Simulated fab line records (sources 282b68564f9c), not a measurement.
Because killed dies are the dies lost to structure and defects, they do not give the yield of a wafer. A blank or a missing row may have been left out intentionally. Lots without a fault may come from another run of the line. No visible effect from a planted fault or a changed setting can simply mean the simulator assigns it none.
Which of the tools did it? / flow rit-cmos / Sampling: 7 lots, 21 wafers, 2 of 202 route steps

WHAT THE GAUGES READ, wafer by wafer
RIT_SILICIDE_RS_MEAS_02: measurement is done with a four-point probe.
lot=L753; measured=day 3 16:06; on=film-metro-02; SILICIDE_TI_RS (ohm/sq)=49.0 49.6 49.0
lot=L755; measured=day 4 03:25; on=film-metro-04; SILICIDE_TI_RS (ohm/sq)=47.2 47.0 47.1
lot=L757; measured=day 4 12:31; on=film-metro-01; SILICIDE_TI_RS (ohm/sq)=47.5 47.5 48.6
lot=L759; measured=day 4 22:41; on=film-metro-02; SILICIDE_TI_RS (ohm/sq)=49.5 48.6 48.7
lot=L764; measured=day 6 00:39; on=film-metro-04; SILICIDE_TI_RS (ohm/sq)=48.5 48.9 49.5
lot=L769; measured=day 7 00:40; on=film-metro-04; SILICIDE_TI_RS (ohm/sq)=48.2 30.3 48.2
lot=L772; measured=day 7 16:31; on=film-metro-04; SILICIDE_TI_RS (ohm/sq)=46.1 46.8 47.3

WHICH TOOL RAN EACH LOT (tool, then ch and the chambers of the sampled wafers, then the start)
lot=L753; RIT_SILICIDE_SPUTTER_01=pvd-sputter-04, day 3 15:57
lot=L755; RIT_SILICIDE_SPUTTER_01=pvd-sputter-04, day 4 03:15
lot=L757; RIT_SILICIDE_SPUTTER_01=pvd-sputter-04, day 4 12:21
lot=L759; RIT_SILICIDE_SPUTTER_01=pvd-sputter-04, day 4 22:32
lot=L764; RIT_SILICIDE_SPUTTER_01=pvd-sputter-04, day 6 00:29
lot=L769; RIT_SILICIDE_SPUTTER_01=pvd-sputter-04, day 7 00:28
lot=L772; RIT_SILICIDE_SPUTTER_01=pvd-sputter-01, day 7 16:22
- RIT_SILICIDE_SPUTTER_01: material Ti, target thk 30 nm, time 240 s.

THE ANSWER, worked out from the rows above alone
Rule: usual is defined by the lots themselves. Put in order of their means at a reading, lots are off if they are a third of the lots or fewer, leave a main group of 4 or more, and stand apart from it by a gap of 3 or more times the standard deviation of the main group's means; of several such gaps the widest counts. A main group is skipped when, at the precision printed for the reading in the tables above, its means are all equal. Also off: a lot with no number at a reading for which 4 or more lots have one. All remaining lots with rows at the step are treated as sound.
Off: L769, at RIT_SILICIDE_RS_MEAS_02 (SILICIDE_TI_RS). Main group: mean 48.1 ohm/sq, sd 0.96.
A tool fits if, at a process step before that reading, it ran every lot that is off, and no sound lot after the first of them. Those tools and the gauges at RIT_SILICIDE_RS_MEAS_02 are tried in the same way. One candidate fits, namely pvd-sputter-04 at RIT_SILICIDE_SPUTTER_01. Its last sound lot is L764 (day 6 00:29), its first lot that is off L769 (day 7 00:28): a fault that began between those two fits.

WHAT THE SIMULATOR HAD INSERTED
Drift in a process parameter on pvd-sputter-04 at RIT_SILICIDE_SPUTTER_01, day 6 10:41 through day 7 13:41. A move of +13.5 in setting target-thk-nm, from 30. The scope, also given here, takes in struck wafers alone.
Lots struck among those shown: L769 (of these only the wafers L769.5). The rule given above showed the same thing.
